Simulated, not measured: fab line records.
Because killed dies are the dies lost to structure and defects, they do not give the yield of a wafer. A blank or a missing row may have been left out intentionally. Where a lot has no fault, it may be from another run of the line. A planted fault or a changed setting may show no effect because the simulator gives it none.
Problem report, 8D (eight disciplines) form, completed by code || flow berkeley cmos170 || the parts of the form that need people (team, actions taken, sign-off) are left out

1. WHAT IS WRONG
Wafers without a fault read 700.5 nm, standard deviation 1.3; cd nm at UCB170_V2_CD_MEAS_12 reads a mean of 709.9 nm on 9 wafers belonging to 3 lots. Measured from the usual mean, that is +7.3 standard deviations.
The step: target cd 700 nm.
First observed at day 10 01:36: wafer L744.2, on cd sem-01. The record has a number at this step for 45 wafers belonging to 15 lots. Rule for "out", or "out of limits": more than 4 standard deviations from the usual mean. The other wafers with a number count as sound.

2. WHAT IT IS, AND WHAT IT ISN'T
{"question": "which readings at this step", "is": "cd nm", "is not": "-"}
{"question": "which lots", "is": "L744, L748, L750", "is not": "L731, L732, L733, L734, L736, L738, L739, L740, L741, L742, L743, L747"}
{"question": "which wafers of those lots", "is": "all that have a number", "is not": "-"}
{"question": "read on which gauges", "is": "cd sem-01, cd sem-02", "is not": "-"}
{"question": "when", "is": "from day 10 01:36", "is not": "up to then (33 sound wafers); but 3 sound wafers of L747 came after"}

3. WHAT RULES OUT EACH SUSPECT
Counting: any tool at a process step up to the reading is kept as a suspect provided that every lot that is out went through it and no sound lot did after the first of them.
- the gauge at UCB170_V2_CD_MEAS_12 is ruled out. Those wafers that are out were read across 2 gauges (cd sem-01, cd sem-02).
- litho track-03 at UCB170_V2_SOFTBAKE_08 (time 60 s): kept. All lots that are out passed through it, beginning with L744 at day 10 00:56, and no sound lot followed; its final sound lot before that point was L742 at day 9 23:52. Its own heater power total W, plate temp C readings are out on those wafers.
Remaining after the count: litho track-03 at UCB170_V2_SOFTBAKE_08.

4. THE CAUSE (what the simulator had put in)
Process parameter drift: litho track-03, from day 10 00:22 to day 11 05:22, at UCB170_V2_SOFTBAKE_08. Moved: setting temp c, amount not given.
Counting left only this tool.

5. THE EFFECT CHAIN, in route order
Each row: a reading whose mean over the struck wafers that have a number lies more than 3 standard deviations from the usual. Only readings for which the record gives a usual standard deviation are gone through. hours: the time from each lot's start at the first step in this table that gives one to its start at this step, as a median over the lots. sigmas: the change in usual standard deviations.
{"hours": 0, "step": "UCB170_V2_SOFTBAKE_08", "reading": "heater power total W", "usual": "56.81 W", "on struck wafers": 58.97, "change": "+2.16", "sigmas": "+50"}
{"hours": 0, "step": "UCB170_V2_SOFTBAKE_08", "reading": "plate temp C", "usual": "129.98 C", "on struck wafers": 133.73, "change": "+3.75", "sigmas": "+25"}
{"hours": 1, "step": "UCB170_V2_CD_MEAS_12", "reading": "cd nm", "usual": "700.5 nm", "on struck wafers": 709.9, "change": "+9.4", "sigmas": "+7.3"}
Here are the process steps it includes:
- UCB170_V2_SOFTBAKE_08: time 60 s.

6. HOW IT WOULD HAVE BEEN CAUGHT EARLIER
In this record the first reading out of limits at a measuring or inspecting step was taken at day 10 01:36, 1 hour after the fault began at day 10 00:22.
Tool's own readings at UCB170_V2_SOFTBAKE_08, heater power total W, plate temp C: out on all struck wafers the step has rows for; an alarm limit on them would have tripped on the first.
Among the 3 lots that are out, L748, L750 began UCB170_V2_SOFTBAKE_08 on litho track-03 after day 10 01:36. A hold on the tool at that time would have spared those 2.
